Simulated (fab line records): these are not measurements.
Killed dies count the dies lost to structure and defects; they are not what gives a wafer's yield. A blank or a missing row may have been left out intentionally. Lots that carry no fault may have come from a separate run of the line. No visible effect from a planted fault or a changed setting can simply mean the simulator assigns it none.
Which tool was responsible?	flow rit-cmos	14 lots with 42 wafers sampled at 2 steps, on a route of 202 steps

## WHAT EACH GAUGE READ, for each wafer
RIT_PSD_OVL_MEAS_06.
lot	measured	on	PSD_OVL (nm)
L714	day 3 05:22	overlay-02	0.5 1.7 -2.2
L715	day 3 07:46	overlay-02	-1.2 -0.9 0.0
L716	day 3 13:46	overlay-01	2.4 1.0 -0.8
L718	day 3 23:06	overlay-02	-1.8 -0.8 -0.5
L719	day 4 05:43	overlay-02	-0.5 2.0 1.9
L720	day 4 09:41	overlay-02	1.2 2.6 1.8
L721	day 4 16:54	overlay-01	0.3 1.4 1.2
L722	day 4 20:30	overlay-02	-0.1 -0.3 -1.5
L723	day 5 02:27	overlay-01	-0.8 -0.8 -0.9
L724	day 5 10:31	overlay-01	-0.5 -1.0 -1.3
L728	day 6 06:04	overlay-01	-1.0 0.0 -1.2
L731	day 6 19:38	overlay-02	-0.6 -0.6 0.4
L733	day 7 01:46	overlay-01	131.2 129.9 129.3
L734	day 7 09:44	overlay-02	130.1 130.4 131.3

## EACH LOT AND THE TOOL THAT RAN IT (in order: tool; ch and the chambers of the sampled wafers; start)
lot	RIT_PSD_EXPOSE_03
L714	iline-stepper-01 ch 0, day 3 04:58
L715	iline-stepper-01 ch 0, day 3 07:22
L716	iline-stepper-01 ch 0, day 3 13:22
L718	iline-stepper-02 ch 0, day 3 22:42
L719	iline-stepper-01 ch 0, day 4 05:19
L720	iline-stepper-02 ch 0, day 4 09:17
L721	iline-stepper-02 ch 0, day 4 16:30
L722	iline-stepper-02 ch 0, day 4 20:07
L723	iline-stepper-01 ch 0, day 5 01:59
L724	iline-stepper-01 ch 0, day 5 10:08
L728	iline-stepper-02 ch 0, day 6 05:40
L731	iline-stepper-02 ch 0, day 6 19:16
L733	iline-stepper-01 ch 0, day 7 01:23
L734	iline-stepper-01 ch 0, day 7 09:20
- RIT_PSD_EXPOSE_03: exposes mask M10, target cd 40900 nm.

## AS READ BY THE TOOLS THEMSELVES (means over the sampled wafers that have a number; for cases with no such wafer, the mark the record gives instead)
The record holds no such reading with a usual standard deviation.

## THE ANSWER, worked out from the rows above alone
Rule: what is usual is taken from the lots themselves. The widest of any qualifying gaps counts: lots, ordered by their means at a reading, are off when they make up no more than a third of the lots, leave a main group of 4 or more, and stand apart from it by 3 or more times the standard deviation of that group's means. A main group is skipped when, at the precision printed for the reading in the tables above, its means are all equal. Also off: a lot with no number at a reading for which 4 or more lots have one. Any other lot the step has rows for is counted as sound. Order of review: gauges by route order, followed by the tools' own readings, for which a lot's mean as printed above is used. At the first step where some lot is off, the reading lying furthest off is the one used; lots without a number count as furthest.
Off: L733, L734, seen at RIT_PSD_OVL_MEAS_06 (PSD_OVL). The main group: mean -0.0 nm, standard deviation 0.94.
A tool fits if, at a process step before that reading, it ran every lot that is off, and no sound lot after the first of them. Gauges at RIT_PSD_OVL_MEAS_06: tried the same way as those tools. One fits: iline-stepper-01 at RIT_PSD_EXPOSE_03. A fault onset in the window from L724 (day 5 10:08, its last sound lot) to L733 (day 7 01:23, its first lot off) fits.

## WHAT THE SIMULATOR HAD PUT IN
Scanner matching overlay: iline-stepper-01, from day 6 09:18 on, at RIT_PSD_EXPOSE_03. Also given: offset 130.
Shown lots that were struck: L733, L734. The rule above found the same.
